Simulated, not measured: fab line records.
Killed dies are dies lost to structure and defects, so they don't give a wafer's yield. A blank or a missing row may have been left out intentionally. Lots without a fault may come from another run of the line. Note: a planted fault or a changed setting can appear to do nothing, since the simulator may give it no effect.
The tool behind it: which one?	flow berkeleyCmos170	21 wafers from 7 lots sampled at 4 of the route's 331 steps

== WHAT THE GAUGES SHOWED, per wafer ==
UCB170_M2_OVL_MEAS_16.
lot	measured	on	M2_OVL (nm)
L210	day 9 07:41	overlay-02	5 3 0
L211	day 9 07:56	overlay-01	7 -1 0
L214	day 9 19:04	overlay-02	2 5 -8
L217	day 11 05:00	overlay-02	6 7 5
L220	day 11 05:38	overlay-01	4 -1 6
L223	day 12 02:16	overlay-01	9 4 9
L225	day 12 11:28	overlay-01	-8 -4 0

== EACH LOT AND THE TOOL THAT RAN IT (in order: tool; ch and the chambers of the sampled wafers; start) ==
lot	UCB170_NLDD_STRIP_10	UCB170_PSD_STRIP_09	UCB170_CONTACT_ETCH_17
L210	plasmaAsher-02 ch 0,1, day 8 03:06	plasmaAsher-03 ch 0,1, day 8 09:50	rieDiel-04 ch 0,1,2, day 8 17:40
L211	plasmaAsher-03 ch 0,1, day 8 03:22	plasmaAsher-01 ch 0,1, day 8 09:55	rieDiel-02 ch 0,2,3, day 8 18:44
L214	plasmaAsher-03 ch 0,1, day 8 10:41	plasmaAsher-04 ch 0,1, day 8 18:43	rieDiel-04 ch 0,1,2, day 9 06:49
L217	plasmaAsher-03 ch 0,1, day 9 19:07	plasmaAsher-03 ch 0,1, day 10 02:33	rieDiel-03 ch 0,1,2, day 10 16:50
L220	plasmaAsher-03 ch 0,1, day 9 22:01	plasmaAsher-04 ch 0, day 10 02:19	rieDiel-04 ch 0,1,2, day 10 17:02
L223	plasmaAsher-03 ch 0,1, day 10 16:11	plasmaAsher-01 ch 0,1, day 11 03:19	rieDiel-04 ch 0,2,3, day 11 15:10
L225	plasmaAsher-02 ch 0,1, day 11 12:48	plasmaAsher-04 ch 0,1, day 11 18:20	rieDiel-04 ch 1,2,3, day 12 03:14
- UCB170_NLDD_STRIP_10: strips in O2.
- UCB170_PSD_STRIP_09: strips in O2.
- UCB170_CONTACT_ETCH_17: etches BARC in N2/H2.

== THE ANSWER, worked out from the rows above alone ==
Rule: what is usual is taken from the lots themselves. The widest of any qualifying gaps counts: lots, ordered by their means at a reading, are off when they make up no more than a third of the lots, leave a main group of 4 or more, and stand apart from it by 3 or more times the standard deviation of that group's means. If all means in a main group match to the digits the tables above print for the reading, that group is not used. A lot without any number at a reading at which 4 lots or more have one is off too. All remaining lots with rows at the step are treated as sound.
Across all readings shown, no lot is off: no conclusion can be drawn from this.

== WHAT THE SIMULATOR PUT IN ==
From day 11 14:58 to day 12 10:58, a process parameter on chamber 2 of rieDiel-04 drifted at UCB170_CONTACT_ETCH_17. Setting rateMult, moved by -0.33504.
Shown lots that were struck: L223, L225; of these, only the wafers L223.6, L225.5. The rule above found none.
